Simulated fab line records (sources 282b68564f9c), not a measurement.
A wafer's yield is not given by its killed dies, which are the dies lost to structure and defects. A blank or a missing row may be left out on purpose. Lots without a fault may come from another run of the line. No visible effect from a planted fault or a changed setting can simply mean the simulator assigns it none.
Struck lot and sound lot, side by side || flow rit cmos || 44 steps out of a route of 202
Sound: these wafers, L591.2, L591.4, L591.6. The struck wafers were L606.1, L606.3, L606.6. The cause is given at the end.
At each step with rows: each side's tool, then ch and its chambers, then its first start. Under that, the readings that differ: sound wafers || struck wafers || difference of the means || sigmas: that difference in standard deviations of wafers without a fault.
alike: same words and numbers on both sides, and readings whose means sit less than 2 such deviations apart. not compared: any withheld reading, any reading some wafer has no value for, any bound like >300 that may hide the same value, and any number with overlapping values for which the record gives no deviation.
A row with sigmas, a row that says differs or no value, or rows on one side alone: a step with any of these is where the two part. Non-overlapping numbers with no deviation appear without sigmas and do not part them. A reading missing from all wafers of one side parts the sides only when that side holds two or more wafers.

first, 4 steps without rows for these wafers: RIT_PLDD_SOFTBAKE_02 (time 60 s); RIT_PLDD_EXPOSE_03 (exposes mask M8, target cd 40900 nm); RIT_PLDD_PEB_04; RIT_PLDD_DEVELOP_05 (develop time 50 s).
RIT_PLDD_OVL_MEAS_06:
  sound on overlay-01, day 3 11:43; struck on overlay-01, day 6 10:43
  alike: PLDD_OVL
then, 2 steps without rows for these wafers: RIT_PLDD_HARDBAKE_07 (time 60 s); RIT_PLDD_IMPLANT_08.
RIT_PLDD_STRIP_09: strips in O2, time 180 s.
  sound on plasma asher-02 ch 0,1, day 3 12:07; struck on plasma asher-03 ch 0,1, day 6 11:17
  alike: drypump motor current A, o2 flow sccm
  not compared: rf hours counter h
RIT_PLDD_TW_MEAS_10:
  sound on film metro-02, day 3 12:19; struck on film metro-02, day 6 11:28
  alike: PLDD_TW
then, 3 steps without rows for these wafers: RIT_SPACER_CLEAN_00 (cleans in SC1, time 600 s); RIT_SPACER_CLEAN_01 (cleans in dHF, time 30 s); RIT_SPACER_CLEAN_02 (cleans in SC2, time 600 s).
RIT_SPACER_CVD_03: deposits Si3N4 from SiH2Cl2/NH3, target thk 250 nm, time 3300 s.
  sound on lpcvd-01 ch 1, day 3 12:46; struck on lpcvd-01 ch 1, day 6 11:55
{"reading": "model.Si3N4_of_SPACER_CVD_03.thk nm (nm)", "sound": "248.3 251.3 249.8", "struck": "282.1 282.3 283.9", "difference": "+33.0", "sigmas": ""}
  alike: pressure mtorr, zone power load pct
RIT_SPACER_THK_MEAS_04:
  sound on film metro-04, day 3 14:41; struck on film metro-02, day 6 13:50
{"reading": "SPACER_NITRIDE_THK (nm)", "sound": "248.6 251.4 250.0", "struck": "282.2 282.2 283.8", "difference": "+32.7", "sigmas": "+13"}
RIT_SPACER_ETCHBACK_05: etches Si3N4 in SF6/CHF3, stops on SiO2, target depth 250 nm, time 240 s.
  sound on rie diel-01 ch 0,1,3, day 3 14:44; struck on rie diel-04 ch 0,2,3, day 6 13:53
{"reading": "oes product au (a.u.)", "sound": "0.855 0.826 0.864", "struck": "0.911 0.927 0.951", "difference": "+0.081", "sigmas": "+5"}
{"reading": "model.etch.depth nm (nm)", "sound": "248.3 251.3 249.8", "struck": "282.1 282.3 283.9", "difference": "+33.0", "sigmas": ""}
  alike: CHF3_flow_sccm, drypump motor current A, throttle valve pct
  not compared: rf hours counter h
then, 6 steps without rows for these wafers: RIT_NSD_HMDS_00 (prime time 60 s); RIT_NSD_COAT_01 (resist thk 1000 nm); RIT_NSD_SOFTBAKE_02 (time 60 s); RIT_NSD_EXPOSE_03 (exposes mask M9, target cd 40700 nm); RIT_NSD_PEB_04; RIT_NSD_DEVELOP_05 (develop time 50 s).
RIT_NSD_OVL_MEAS_06:
  sound on overlay-01, day 3 15:52; struck on overlay-02, day 6 15:01
  alike: NSD_OVL
then, 2 steps without rows for these wafers: RIT_NSD_HARDBAKE_07 (time 60 s); RIT_NSD_IMPLANT_08.
RIT_NSD_STRIP_09: strips in O2, time 180 s.
  sound on plasma asher-03 ch 0,1, day 3 16:12; struck on plasma asher-01 ch 0,1, day 6 15:21
  alike: drypump motor current A, o2 flow sccm
  not compared: rf hours counter h
RIT_NSD_TW_MEAS_10:
  sound on film metro-03, day 3 16:23; struck on film metro-04, day 6 15:31
  alike: NSD_TW
then, 6 steps without rows for these wafers: RIT_PSD_HMDS_00 (prime time 60 s); RIT_PSD_COAT_01 (resist thk 1000 nm); RIT_PSD_SOFTBAKE_02 (time 60 s); RIT_PSD_EXPOSE_03 (exposes mask M10, target cd 40900 nm); RIT_PSD_PEB_04; RIT_PSD_DEVELOP_05 (develop time 50 s).
RIT_PSD_OVL_MEAS_06:
  sound on overlay-02, day 3 17:26; struck on overlay-02, day 6 16:31
  alike: PSD_OVL
then, 2 steps without rows for these wafers: RIT_PSD_HARDBAKE_07 (time 60 s); RIT_PSD_IMPLANT_08.
RIT_PSD_STRIP_09: strips in O2, time 180 s.
  sound on plasma asher-04 ch 0,1, day 3 17:46; struck on plasma asher-01 ch 0,1, day 6 16:50
  alike: drypump motor current A, o2 flow sccm
  not compared: rf hours counter h
RIT_PSD_TW_MEAS_10:
  sound on film metro-04, day 3 17:57; struck on film metro-03, day 6 17:01
  alike: PSD_TW
then, 3 steps without rows for these wafers: RIT_SDANNEAL_CLEAN_00 (cleans in SC1, time 600 s); RIT_SDANNEAL_CLEAN_01 (cleans in dHF, time 30 s); RIT_SDANNEAL_CLEAN_02 (cleans in SC2, time 600 s).
RIT_SDANNEAL_RTA_03: time 5 s.
  sound on rtp anneal-01 ch 0, day 3 18:25; struck on rtp anneal-02 ch 0, day 6 17:32
  alike: wafer_temp_C_max
RIT_SDANNEAL_RS_MEAS_04: measures by four-point-probe.
  sound on film metro-03, day 3 18:29; struck on film metro-03, day 6 17:35
  alike: PSD_RS
RIT_SILICIDE_WET_ETCH_00: etches SiO2 in BOE, target depth 14 nm, time 15 s.
  sound on wet bench-03 ch 1, day 3 18:56; struck on wet bench-02 ch 1, day 6 18:04
{"reading": "model.Si3N4_of_SPACER_CVD_03.thk nm (nm)", "sound": "193.8 195.8 193.9", "struck": "218.7 220 222.3", "difference": "+25.8", "sigmas": ""}
RIT_M1_PROBE_99:
  sound on prober-02, day 4 02:23; struck on prober-01, day 7 01:59
{"reading": "model.etest.nmos_0p15.r on ohm um", "sound": "1081 1072 1092", "struck": "1058 1066 1046", "difference": -25, "sigmas": ""}
{"reading": "model.etest.pplus sal.width nm (nm)", "sound": "3452 3439 3458", "struck": "3358 3369 3353", "difference": -90, "sigmas": ""}
{"reading": "model.etest.nplus sal.width nm (nm)", "sound": "3449 3461 3467", "struck": "3365 3348 3343", "difference": -107, "sigmas": ""}
{"reading": "model.etest.pwell pinched.rs ohm sq", "sound": "456.9 453.3 460.6", "struck": "444.7 446.2 441.5", "difference": -12.8, "sigmas": ""}
{"reading": "model.etest.nwell pinched.rs ohm sq", "sound": "339.9 337.6 344.2", "struck": "321.9 318 315.8", "difference": -22.0, "sigmas": ""}
{"reading": "model.etest.contact nplus.end ohm um", "sound": "42.62 41.84 43.72", "struck": "40.44 39.93 38.77", "difference": -3.01, "sigmas": ""}
{"reading": "model.etest.field p metal.vt v (V)", "sound": "-28.95 -29.46 -28.87", "struck": "-30.02 -30.28 -30.63", "difference": -1.22, "sigmas": ""}
  alike: killed at contacts, killed at front end, killed dies, killed open, killed short
  not compared: model.etest.diode nplus comb.leak log10 a cm2

WHERE THEY PART
At RIT_SPACER_THK_MEAS_04 first; at RIT_SPACER_ETCHBACK_05 last (within this record only). Later steps at which nothing parts them and some readings are alike: RIT_NSD_OVL_MEAS_06, RIT_NSD_STRIP_09, RIT_NSD_TW_MEAS_10, RIT_PSD_OVL_MEAS_06, RIT_PSD_STRIP_09, RIT_PSD_TW_MEAS_10, RIT_SDANNEAL_RTA_03, RIT_SDANNEAL_RS_MEAS_04, RIT_M1_PROBE_99.

WHY: the cause the simulator had injected
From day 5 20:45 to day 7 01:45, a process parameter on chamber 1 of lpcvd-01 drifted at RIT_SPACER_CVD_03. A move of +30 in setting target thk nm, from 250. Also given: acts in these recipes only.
